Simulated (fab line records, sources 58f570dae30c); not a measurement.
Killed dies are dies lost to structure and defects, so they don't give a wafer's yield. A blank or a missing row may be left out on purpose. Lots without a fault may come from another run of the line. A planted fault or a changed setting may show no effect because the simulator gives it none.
Tool commonality check | flow berkeley_cmos170 | 14 lots, 42 wafers sampled

WHY IT WAS OPENED
At UCB170_PWELL_THK_MEAS_06 the reading PWELL_NITRIDE_THK is flagged on 2 of 14 lots. Wafers without a fault read 218.8 nm, standard deviation 2.1.
Rule: a lot is flagged when every wafer of it that has a number lies more than 4 standard deviations from that mean, or none has a number. The other lots count as sound.

lot  | measured    | on            | PWELL_NITRIDE_THK (nm), wafer by wafer | flag
L102 | day 3 00:43 | film_metro-03 | 221.0 221.2 221.3                      |
L103 | day 3 08:02 | film_metro-03 | 215.9 216.9 219.3                      |
L105 | day 3 17:01 | film_metro-02 | 218.4 217.7 216.6                      |
L106 | day 4 03:05 | film_metro-03 | 223.3 222.0 221.1                      |
L108 | day 4 14:01 | film_metro-03 | 219.4 220.6 220.3                      |
L110 | day 4 22:20 | film_metro-03 | 195.2 193.2 194.5                      | FLAGGED
L113 | day 5 14:26 | film_metro-02 | 194.5 196.3 194.4                      | FLAGGED
L118 | day 6 08:52 | film_metro-03 | 221.1 218.7 219.9                      |
L119 | day 6 18:13 | film_metro-03 | 220.8 223.6 219.1                      |
L120 | day 6 18:14 | film_metro-04 | 217.8 218.6 219.2                      |
L123 | day 7 15:58 | film_metro-04 | 224.6 221.4 222.6                      |
L122 | day 7 15:59 | film_metro-03 | 220.4 218.9 219.1                      |
L124 | day 7 15:59 | film_metro-02 | 218.1 218.5 217.3                      |
L125 | day 7 22:05 | film_metro-04 | 221.6 222.0 221.6                      |
The numbers of the flagged lots are 194.7 nm on average: -24.1 nm against the usual, or -11 standard deviations.

WHICH TOOL RAN EACH LOT
The record holds 1 process step before the reading, out of a route of 331 steps. In each cell: the tool, then ch and the chambers that the sampled wafers went through, then the start.
lot  | flag    | UCB170_PWELL_CVD_05
L102 |         | lpcvd-01 ch 0, day 2 22:47
L103 |         | lpcvd-02 ch 0, day 3 06:07
L105 |         | lpcvd-02 ch 1, day 3 15:05
L106 |         | lpcvd-01 ch 1, day 4 01:05
L108 |         | lpcvd-01 ch 0, day 4 11:59
L110 | FLAGGED | lpcvd-02 ch 1, day 4 19:28
L113 | FLAGGED | lpcvd-02 ch 1, day 5 12:23
L118 |         | lpcvd-01 ch 1, day 6 06:00
L119 |         | lpcvd-01 ch 1, day 6 15:20
L120 |         | lpcvd-01 ch 1, day 6 15:20
L123 |         | lpcvd-01 ch 1, day 7 14:04
L122 |         | lpcvd-01 ch 0, day 7 14:04
L124 |         | lpcvd-01 ch 1, day 7 14:04
L125 |         | lpcvd-01 ch 1, day 7 20:10
What these steps do:
- UCB170_PWELL_CVD_05: deposits Si3N4 from SiH2Cl2/NH3, target thk 220 nm, time 3300 s.
- UCB170_PWELL_THK_MEAS_06

FLAGGED OVER TOTAL, TOOL BY TOOL (the gauges that took the reading come last)
step                     | tool          | lots run | flagged | share of the flagged lots | sound lots run after its first flagged lot
UCB170_PWELL_CVD_05      | lpcvd-01      | 10       | 0       | none                      | -
UCB170_PWELL_CVD_05      | lpcvd-02      | 4        | 2       | all                       | 0
UCB170_PWELL_THK_MEAS_06 | film_metro-02 | 3        | 1       | some                      | 1 (L124)
UCB170_PWELL_THK_MEAS_06 | film_metro-03 | 8        | 1       | some                      | 3 (L118,L119,L122)
UCB170_PWELL_THK_MEAS_06 | film_metro-04 | 3        | 0       | none                      | -

WHAT THE TABLE ALLOWS
1 row of the table ran every flagged lot: lpcvd-02 at UCB170_PWELL_CVD_05.
- lpcvd-02 at UCB170_PWELL_CVD_05: 2 of its 4 lots flagged. Its last sound lot is L105 (day 3 15:05), its first flagged lot L110 (day 4 19:28): a fault that began between those two fits.
One tool is left: lpcvd-02 at UCB170_PWELL_CVD_05.

WHAT THE SIMULATOR HAD PUT IN
Site profile drift: lpcvd-02, from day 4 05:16 on, at UCB170_PWELL_CVD_05. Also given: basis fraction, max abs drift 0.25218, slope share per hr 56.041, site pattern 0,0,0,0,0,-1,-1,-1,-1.
Lots struck among those shown: L110, L113. The rule above found the same.
